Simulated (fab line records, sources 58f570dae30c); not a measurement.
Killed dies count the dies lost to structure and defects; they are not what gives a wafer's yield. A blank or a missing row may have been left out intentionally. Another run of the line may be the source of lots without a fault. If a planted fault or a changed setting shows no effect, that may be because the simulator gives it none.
Which of the tools did it?    flow berkeleyCmos170    21 wafers from 7 lots sampled at 3 of the route's 331 steps

## WHAT THE GAUGES READ, wafer by wafer
UCB170_M3_CD_MEAS_90 targets a cd of 700 nm.
lot   measured      on        cdNm (nm)
L841  day 9 00:24   cdSem-02  701 698 702
L842  day 9 07:26   cdSem-01  - - -
L845  day 10 02:22  cdSem-02  702 698 703
L855  day 11 22:27  cdSem-01  699 703 702
L853  day 12 01:12  cdSem-01  696 696 694
L858  day 12 15:13  cdSem-01  698 698 698
L862  day 13 20:43  cdSem-02  697 693 695

## EACH LOT AND THE TOOL THAT RAN IT (in order: tool; ch and the chambers of the sampled wafers; start)
lot   UCB170_M3_ETCH_17                  UCB170_M3_METAL_ETCH_18
L841  rieDiel-01 ch 2,3, day 8 23:53     rieMetal-01 ch 0, day 8 23:56
L842  rieDiel-03 ch 0,3, day 9 07:06     rieMetal-02 ch 0,1, day 9 07:08
L845  rieDiel-01 ch 0,2, day 10 02:01    rieMetal-02 ch 0,1, day 10 02:04
L855  rieDiel-03 ch 0,1,3, day 11 22:05  rieMetal-01 ch 0,1, day 11 22:11
L853  rieDiel-03 ch 0,1, day 12 00:52    rieMetal-02 ch 0,1, day 12 00:55
L858  rieDiel-02 ch 1,2, day 12 14:50    rieMetal-01 ch 0,1, day 12 14:57
L862  rieDiel-03 ch 1,3, day 13 20:23    rieMetal-03 ch 0,1, day 13 20:26
- UCB170_M3_ETCH_17: etches BARC in N2/H2.
- UCB170_M3_METAL_ETCH_18: etches Al in Cl2/BCl3, stops on SiO2, target depth 1170 nm, time 195 s.

## THE ANSWER, worked out from the rows above alone
Rule: the lots themselves supply what counts as usual. Put in order of their means at a reading, lots are off if they are a third of the lots or fewer, leave a main group of 4 or more, and stand apart from it by a gap of 3 or more times the standard deviation of the main group's means; of several such gaps the widest counts. A main group whose means are all the same, to the digits that the tables above print for the reading, isn't used. Also off: a lot with no number at a reading for which 4 or more lots have one. Any other lot the step has rows for is counted as sound.
Off, at UCB170_M3_CD_MEAS_90 on cdNm: L842. Without a number there: L842. The main group: mean 698 nm, standard deviation 2.6.
A tool fits if, at a process step before that reading, it ran every lot that is off, and no sound lot after the first of them. Those tools and the gauges at UCB170_M3_CD_MEAS_90 are tried in the same way. No candidate that was tried fits.

## WHAT THE SIMULATOR HAD INSERTED
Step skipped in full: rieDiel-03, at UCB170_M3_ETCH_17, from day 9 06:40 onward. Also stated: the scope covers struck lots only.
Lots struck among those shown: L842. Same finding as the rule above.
